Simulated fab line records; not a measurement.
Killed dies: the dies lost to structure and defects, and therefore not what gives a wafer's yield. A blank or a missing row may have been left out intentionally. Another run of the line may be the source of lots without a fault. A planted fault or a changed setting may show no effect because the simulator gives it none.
Comparing a struck lot with a sound one | flow rit_cmos | 44 steps out of a route of 202
Sound: wafers L775.1, L775.3, L775.5. Wafers struck: L790.1, L790.4, L790.6. The cause is given at the end.
Each step with rows lists, per side, the tool, then ch with its chambers, then its first start. Under that, the readings that differ: sound wafers | struck wafers | difference of the means | sigmas: that difference in standard deviations of wafers without a fault.
alike: a reading whose means differ by less than 2 such deviations, as well as words and numbers matching on both sides. not compared: withheld readings; readings where some wafer has no value; bounds like >300 that might hide an equal value; numbers whose values overlap and for which the record gives no deviation.
Wherever a step has rows on one side only, a row that says differs or no value, or a row with sigmas, the two part there. When numbers do not overlap yet have no deviation, they are printed without sigmas and do not part them. A reading that every wafer of one side lacks parts them only if that side has two wafers or more.

first, 3 steps without rows for these wafers: RIT_REOX_CLEAN_01 (cleans in dHF, time 30 s); RIT_REOX_CLEAN_02 (cleans in SC2, time 600 s); RIT_REOX_OXIDATION_03 (target thk 25.2 nm, ox time 5580 s).
RIT_REOX_THK_MEAS_04:
  sound on film_metro-04 at day 2 19:14; struck on film_metro-01 at day 5 22:42
  alike: REOX_OXIDE_THK
then, 6 steps without rows for these wafers: RIT_NLDD_HMDS_00 (prime time 60 s); RIT_NLDD_COAT_01 (resist thk 1000 nm); RIT_NLDD_SOFTBAKE_02 (time 60 s); RIT_NLDD_EXPOSE_03 (exposes mask M7, target cd 40700 nm); RIT_NLDD_PEB_04; RIT_NLDD_DEVELOP_05 (develop time 50 s).
RIT_NLDD_OVL_MEAS_06:
  sound on overlay-01 at day 2 20:08; struck on overlay-02 at day 5 23:37
  alike: NLDD_OVL
then, 1 step without rows for these wafers: RIT_NLDD_HARDBAKE_07 (time 60 s).
RIT_NLDD_IMPLANT_08:
  sound on implanter-01 ch 0, day 2 20:20; struck on implanter-01 ch 0, day 5 23:47
  reading            | sound                         | struck                        | difference | sigmas
  dose_ions_cm2      | 5.001e+14 5.007e+14 5.005e+14 | 3.203e+14 3.202e+14 3.204e+14 | -1.801e+14 | -99 or more
  faraday_current_uA | 1534 1577 1596                | 1013 1004 995                 | -565       | -23
  alike: beam_energy_keV
RIT_NLDD_STRIP_09: strips in O2, time 180 s.
  sound on plasma_asher-02 ch 0,1, day 2 20:29; struck on plasma_asher-04 ch 0,1, day 5 23:56
  alike: drypump_motor_current_A, o2_flow_sccm, rf_refl_power_W
  not compared: rf_hours_counter_h
RIT_NLDD_TW_MEAS_10:
  sound on film_metro-02 at day 2 20:40; struck on film_metro-04 at day 6 00:07
  reading | sound          | struck         | difference | sigmas
  NLDD_TW | 2495 2475 2488 | 2193 2174 2187 | -301       | -14
then, 6 steps without rows for these wafers: RIT_PLDD_HMDS_00 (prime time 60 s); RIT_PLDD_COAT_01 (resist thk 1000 nm); RIT_PLDD_SOFTBAKE_02 (time 60 s); RIT_PLDD_EXPOSE_03 (exposes mask M8, target cd 40900 nm); RIT_PLDD_PEB_04; RIT_PLDD_DEVELOP_05 (develop time 50 s).
RIT_PLDD_OVL_MEAS_06:
  sound on overlay-01 at day 2 21:41; struck on overlay-02 at day 6 01:10
  alike: PLDD_OVL
then, 2 steps without rows for these wafers: RIT_PLDD_HARDBAKE_07 (time 60 s); RIT_PLDD_IMPLANT_08.
RIT_PLDD_STRIP_09: strips in O2, time 180 s.
  sound on plasma_asher-03 ch 1, day 2 22:02; struck on plasma_asher-04 ch 0,1, day 6 01:31
  alike: drypump_motor_current_A, o2_flow_sccm, rf_refl_power_W
  not compared: rf_hours_counter_h
RIT_PLDD_TW_MEAS_10:
  sound on film_metro-03 at day 2 22:12; struck on film_metro-03 at day 6 01:41
  alike: PLDD_TW
then, 4 steps without rows for these wafers: RIT_SPACER_CLEAN_00 (cleans in SC1, time 600 s); RIT_SPACER_CLEAN_01 (cleans in dHF, time 30 s); RIT_SPACER_CLEAN_02 (cleans in SC2, time 600 s); RIT_SPACER_CVD_03 (deposits Si3N4 from SiH2Cl2/NH3, target thk 250 nm, time 3300 s).
RIT_SPACER_THK_MEAS_04:
  sound on film_metro-02 at day 3 01:26; struck on film_metro-02 at day 6 04:02
  alike: SPACER_NITRIDE_THK
RIT_SPACER_ETCHBACK_05: etches Si3N4 in SF6/CHF3, stops on SiO2, target depth 250 nm, time 240 s.
  sound on rie_diel-04 ch 1,3, day 3 01:29; struck on rie_diel-01 ch 0,2,3, day 6 04:05
  alike: drypump_motor_current_A, oes_product_au, throttle_valve_pct
  not compared: rf_hours_counter_h
then, 6 steps without rows for these wafers: RIT_NSD_HMDS_00 (prime time 60 s); RIT_NSD_COAT_01 (resist thk 1000 nm); RIT_NSD_SOFTBAKE_02 (time 60 s); RIT_NSD_EXPOSE_03 (exposes mask M9, target cd 40700 nm); RIT_NSD_PEB_04; RIT_NSD_DEVELOP_05 (develop time 50 s).
RIT_NSD_OVL_MEAS_06:
  sound on overlay-02 at day 3 02:43; struck on overlay-01 at day 6 05:10
  alike: NSD_OVL
then, 2 steps without rows for these wafers: RIT_NSD_HARDBAKE_07 (time 60 s); RIT_NSD_IMPLANT_08.
RIT_NSD_STRIP_09: strips in O2, time 180 s.
  sound on plasma_asher-01 ch 0,1, day 3 03:03; struck on plasma_asher-02 ch 0,1, day 6 05:29
  alike: drypump_motor_current_A, o2_flow_sccm, rf_refl_power_W
  not compared: rf_hours_counter_h
RIT_SDANNEAL_RS_MEAS_07: measurement is done with a four-point probe.
  sound on film_metro-03 at day 3 05:41; struck on film_metro-04 at day 6 08:15
  reading          | sound             | struck            | difference | sigmas
  NLDD_RS (ohm/sq) | 151.7 151.8 151.6 | 217.8 217.2 218.5 | +66.1      | +99 or more
RIT_M1_PROBE_99:
  sound on prober-01 at day 3 12:54; struck on prober-01 at day 6 15:25
  reading                             | sound             | struck            | difference | sigmas
  model.etest.nmos_0p15.r_on_ohm_um   | 1126 1140 1115    | 1416 1434 1417    | +295       |
  model.etest.nmos_0p3.r_on_ohm_um    | 2148 2179 2150    | 2416 2429 2430    | +266       |
  model.etest.nldd.rs_ohm_sq          | 395 398.2 387.2   | 557.6 567.3 568.2 | +170.9     |
  model.etest.nmos_turned.drive_ua_um | 310.8 310.9 319.8 | 189.5 186.5 185.3 | -126.7     |
  model.etest.nmos_0p15.drive_ua_um   | 464.9 468.3 469.9 | 400.2 392.1 389.2 | -73.9      |
  model.etest.nldd.line_ohm_um        | 126.2 125 121.7   | 174.8 180.3 177.4 | +53.2      |
  model.etest.nmos_narrow.drive_ua_um | 224.1 219.8 225.4 | 212.4 212.3 208.1 | -12.2      |
  model.etest.nmos_0p3.drive_ua_um    | 225.8 224.9 223.8 | 208.9 211 209.5   | -15.0      |
  alike: killed_at_M0_to_M3, killed_at_contacts, killed_at_front_end, killed_dies, killed_open, killed_short

== WHERE THEY PART ==
Earliest at RIT_NLDD_IMPLANT_08; latest, in this record, at RIT_SDANNEAL_RS_MEAS_07. Later steps at which nothing parts them and some readings are alike: RIT_M1_PROBE_99.

WHY: the cause the simulator had injected
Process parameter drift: implanter-01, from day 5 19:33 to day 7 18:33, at RIT_NLDD_IMPLANT_08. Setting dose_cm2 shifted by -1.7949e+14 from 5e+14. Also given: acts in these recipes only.
